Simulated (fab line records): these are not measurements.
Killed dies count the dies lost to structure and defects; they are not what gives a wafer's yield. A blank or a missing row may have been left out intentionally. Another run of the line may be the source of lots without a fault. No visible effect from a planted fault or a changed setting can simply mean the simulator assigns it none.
Comparing a struck lot with a sound one + flow rit cmos + 15 steps out of a route of 202
Sound: the wafers L926.1, L926.2, L926.6. Wafers L934.1, L934.2, L934.5 were the ones struck. At the end, the cause is stated.
For every step that has rows: the tool of each side, followed by ch and its chambers, followed by its first start. Under that, the readings that differ: sound wafers + struck wafers + difference of the means + sigmas: that difference in standard deviations of wafers without a fault.
alike: readings whose means differ by less than 2 such deviations, and words and numbers that are the same on both sides. not compared: withheld readings, readings that some wafer has no value for, bounds like >300 that may hide the same value, and numbers for which the record gives no deviation and whose values overlap.
A row with sigmas, a row that says differs or no value, or rows on one side alone: a step with any of these is where the two part. Non-overlapping numbers with no deviation appear without sigmas and do not part them. Lack of a reading on every wafer of one side parts them only where that side has two or more wafers.

RIT_ACTIVE_THK_MEAS_02:
  sound on film metro-04, day 3 00:11; struck on film metro-02, day 4 15:03
  alike: ACTIVE_OXIDE_THK
then, 1 step without rows for these wafers: RIT_ACTIVE_CVD_03 (deposits Si3N4 from SiH2Cl2/NH3, target thk 150 nm, time 1500 s).
RIT_ACTIVE_THK_MEAS_04:
  sound on film metro-04, day 3 01:40; struck on film metro-01, day 4 16:33
  alike: ACTIVE_NITRIDE_THK
then, 6 steps without rows for these wafers: RIT_ACTIVE_HMDS_05 (prime time 60 s); RIT_ACTIVE_COAT_06 (resist thk 1000 nm); RIT_ACTIVE_SOFTBAKE_07 (time 60 s); RIT_ACTIVE_EXPOSE_08 (exposes mask M1, target cd 1400 nm); RIT_ACTIVE_PEB_09; RIT_ACTIVE_DEVELOP_10 (develop time 50 s).
RIT_ACTIVE_CD_MEAS_11: target cd 1400 nm.
  sound on cd sem-02, day 3 02:37; struck on cd sem-02, day 4 17:43
  alike: cd nm
then, 1 step without rows for these wafers: RIT_ACTIVE_HARDBAKE_12 (time 60 s).
RIT_ACTIVE_ETCH_13: etches Si3N4 in SF6, stops on SiO2, time 210 s, target depth 210 nm.
  sound on rie diel-03 ch 1,3, day 3 02:55; struck on rie diel-01 ch 0,2,3, day 4 17:59
  alike: drypump motor current A, oes product au, throttle valve pct
  not compared: rf hours counter h
RIT_ACTIVE_STRIP_14: strips in O2, time 180 s.
  sound on plasma asher-02 ch 0,1, day 3 03:03; struck on plasma asher-02 ch 0,1, day 4 18:07
| reading                        | sound          | struck         | difference | sigmas      |
|--------------------------------|----------------|----------------|------------|-------------|
| chamber pressure mTorr (mTorr) | 3999 4007 3999 | 4808 4803 4800 | +802       | +99 or more |
  alike: drypump motor current A
  not compared: rf hours counter h
RIT_ACTIVE_CD_MEAS_90: target cd 1400 nm.
  sound on cd sem-01, day 3 03:13; struck on cd sem-01, day 4 18:17
  alike: cd nm
RIT_M1_PROBE_99:
  the record has rows for the sound wafers here (prober-01, day 4 23:56) and none for the struck ones

## WHERE THEY PART
Last at RIT_M1_PROBE_99 as far as this record goes, first at RIT_ACTIVE_STRIP_14.

WHY: whatever the simulator had introduced
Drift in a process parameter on plasma asher-02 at RIT_ACTIVE_STRIP_14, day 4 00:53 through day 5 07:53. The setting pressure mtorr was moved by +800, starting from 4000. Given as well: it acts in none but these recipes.
